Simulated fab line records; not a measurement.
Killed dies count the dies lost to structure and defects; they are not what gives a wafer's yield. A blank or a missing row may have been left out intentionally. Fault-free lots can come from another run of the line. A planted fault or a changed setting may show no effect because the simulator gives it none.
Split-lot experiment / flow rit cmos / 23 wafers read from 5 lots, route of 202 steps

== THE SPLIT ==
At RIT_NWELL_COAT_01 (resist thk 1300 nm), the setting resist thk nm was moved away from the recipe's 1300 nm on 4 of the 23 wafers read, by -6.0%. For the rest of the wafers, this setting stayed at what the recipe calls for.

== FROM THE SPLIT TO THE READING: what the file shows between them, 3 steps ==
- RIT_NWELL_SOFTBAKE_02: time 60 s
- RIT_NWELL_EXPOSE_03: exposes mask M2, target cd 43900 nm
- RIT_NWELL_DEVELOP_05: develop time 68 s

== THE READING ==
NOVOLAK_of_NWELL_COAT_01.thk nm (the simulator's own value, which no gauge read), in nm, at RIT_NWELL_HARDBAKE_07 (time 120 s). The file does not state a usual value for it. Across the 19 wafers here that went through the recipe, the average is 1137 nm and the standard deviation 3 nm.

wafer=L075.1; tool, chamber at the split=litho track-04, 0; resist thk nm as run, nm=1222; against the recipe=-6.0%; NOVOLAK_of_NWELL_COAT_01.thk nm, nm=1069; against lot-mates on the recipe=-71
wafer=L075.3; tool, chamber at the split=litho track-04, 0; resist thk nm as run, nm=1300; against the recipe=recipe; NOVOLAK_of_NWELL_COAT_01.thk nm, nm=1139; against lot-mates on the recipe=-
wafer=L075.5; tool, chamber at the split=litho track-04, 0; resist thk nm as run, nm=1300; against the recipe=recipe; NOVOLAK_of_NWELL_COAT_01.thk nm, nm=1139; against lot-mates on the recipe=-
wafer=L075.4; tool, chamber at the split=litho track-04, 0; resist thk nm as run, nm=1222; against the recipe=-6.0%; NOVOLAK_of_NWELL_COAT_01.thk nm, nm=1070; against lot-mates on the recipe=-70
wafer=L075.6; tool, chamber at the split=litho track-04, 0; resist thk nm as run, nm=1300; against the recipe=recipe; NOVOLAK_of_NWELL_COAT_01.thk nm, nm=1141; against lot-mates on the recipe=-
wafer=L079.1; tool, chamber at the split=litho track-02, 0; resist thk nm as run, nm=1300; against the recipe=recipe; NOVOLAK_of_NWELL_COAT_01.thk nm, nm=1135; against lot-mates on the recipe=-
wafer=L079.3; tool, chamber at the split=litho track-02, 0; resist thk nm as run, nm=1300; against the recipe=recipe; NOVOLAK_of_NWELL_COAT_01.thk nm, nm=1135; against lot-mates on the recipe=-
wafer=L079.5; tool, chamber at the split=litho track-02, 0; resist thk nm as run, nm=1300; against the recipe=recipe; NOVOLAK_of_NWELL_COAT_01.thk nm, nm=1135; against lot-mates on the recipe=-
wafer=L079.2; tool, chamber at the split=litho track-02, 0; resist thk nm as run, nm=1300; against the recipe=recipe; NOVOLAK_of_NWELL_COAT_01.thk nm, nm=1140; against lot-mates on the recipe=-
wafer=L079.4; tool, chamber at the split=litho track-02, 0; resist thk nm as run, nm=1300; against the recipe=recipe; NOVOLAK_of_NWELL_COAT_01.thk nm, nm=1134; against lot-mates on the recipe=-
wafer=L080.2; tool, chamber at the split=litho track-03, 0; resist thk nm as run, nm=1300; against the recipe=recipe; NOVOLAK_of_NWELL_COAT_01.thk nm, nm=1134; against lot-mates on the recipe=-
wafer=L080.6; tool, chamber at the split=litho track-03, 0; resist thk nm as run, nm=1300; against the recipe=recipe; NOVOLAK_of_NWELL_COAT_01.thk nm, nm=1134; against lot-mates on the recipe=-
wafer=L080.3; tool, chamber at the split=litho track-03, 0; resist thk nm as run, nm=1300; against the recipe=recipe; NOVOLAK_of_NWELL_COAT_01.thk nm, nm=1133; against lot-mates on the recipe=-
wafer=L080.4; tool, chamber at the split=litho track-03, 0; resist thk nm as run, nm=1300; against the recipe=recipe; NOVOLAK_of_NWELL_COAT_01.thk nm, nm=1135; against lot-mates on the recipe=-
wafer=L080.5; tool, chamber at the split=litho track-03, 0; resist thk nm as run, nm=1300; against the recipe=recipe; NOVOLAK_of_NWELL_COAT_01.thk nm, nm=1132; against lot-mates on the recipe=-
wafer=L083.1; tool, chamber at the split=litho track-03, 0; resist thk nm as run, nm=1300; against the recipe=recipe; NOVOLAK_of_NWELL_COAT_01.thk nm, nm=1138; against lot-mates on the recipe=-
wafer=L083.2; tool, chamber at the split=litho track-03, 0; resist thk nm as run, nm=1300; against the recipe=recipe; NOVOLAK_of_NWELL_COAT_01.thk nm, nm=1136; against lot-mates on the recipe=-
wafer=L083.6; tool, chamber at the split=litho track-03, 0; resist thk nm as run, nm=1300; against the recipe=recipe; NOVOLAK_of_NWELL_COAT_01.thk nm, nm=1136; against lot-mates on the recipe=-
wafer=L085.1; tool, chamber at the split=litho track-04, 0; resist thk nm as run, nm=1222; against the recipe=-6.0%; NOVOLAK_of_NWELL_COAT_01.thk nm, nm=1072; against lot-mates on the recipe=-69
wafer=L085.2; tool, chamber at the split=litho track-04, 0; resist thk nm as run, nm=1222; against the recipe=-6.0%; NOVOLAK_of_NWELL_COAT_01.thk nm, nm=1073; against lot-mates on the recipe=-68
wafer=L085.3; tool, chamber at the split=litho track-04, 0; resist thk nm as run, nm=1300; against the recipe=recipe; NOVOLAK_of_NWELL_COAT_01.thk nm, nm=1141; against lot-mates on the recipe=-
wafer=L085.5; tool, chamber at the split=litho track-04, 0; resist thk nm as run, nm=1300; against the recipe=recipe; NOVOLAK_of_NWELL_COAT_01.thk nm, nm=1139; against lot-mates on the recipe=-
wafer=L085.6; tool, chamber at the split=litho track-04, 0; resist thk nm as run, nm=1300; against the recipe=recipe; NOVOLAK_of_NWELL_COAT_01.thk nm, nm=1143; against lot-mates on the recipe=-

THE FIT
A straight line over all 23 wafers: NOVOLAK_of_NWELL_COAT_01.thk nm changes by +11 nm for each +1% of resist thk nm; r = +0.99; the points scatter about the line by 3 nm.
The same after taking each lot's own level away (the mean of its wafers on the recipe; 23 wafers): +11.6 nm for each +1%; r = +1.00; scatter 1.5 nm.
Per that fit: largest resist thk nm move, reading shift of 69 nm.
Measured against the standard deviation above, the lots' own levels, which go from 1133.6 to 1141.0 nm, span 2.4 times it.
Hence the lot-to-lot level has little effect on the slope; both slopes agree.
Check: -68.9 nm against its lot-mates is what the line predicts for one of the wafers moved furthest among these (-6.0%) when that wafer is left out of the fit. Against them it came out at -70.7 nm.

== ADDITIONAL SPLITS CARRIED BY THESE WAFERS ==
Before the reading, these wafers also passed through other splits. Each is held against what the fit with the lots' levels taken away leaves over:
other split on the same wafers=RIT_ACTIVE_OXIDATION_01 ox time s; wafers away from the commonest value=18; r with NOVOLAK_of_NWELL_COAT_01.thk nm (lot level and that fit taken away)=+0.13
other split on the same wafers=RIT_ACTIVE_COAT_06 spin rpm; wafers away from the commonest value=4; r with NOVOLAK_of_NWELL_COAT_01.thk nm (lot level and that fit taken away)=-0.02
other split on the same wafers=RIT_ACTIVE_ETCH_13 time s; wafers away from the commonest value=11; r with NOVOLAK_of_NWELL_COAT_01.thk nm (lot level and that fit taken away)=-0.15

== THE WHOLE CHAIN: every reading that the file lists as answering this split, in the file's order ==
step=RIT_NWELL_COAT_01; what it does=resist thk 1300 nm; reading=NOVOLAK_of_NWELL_COAT_01.thk nm (the simulator's own value, which no gauge read); change (the file's fit)=+13.5 nm for each +1% of the setting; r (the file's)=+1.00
step=RIT_NWELL_HARDBAKE_07; what it does=time 120 s; reading=NOVOLAK_of_NWELL_COAT_01.thk nm (the simulator's own value, which no gauge read); change (the file's fit)=+11.6 nm for each +1% of the setting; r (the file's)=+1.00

== THE FILE'S OWN FIT ==
NOVOLAK_of_NWELL_COAT_01.thk nm changes by +11.6 nm for each +1% of resist thk nm, r = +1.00.
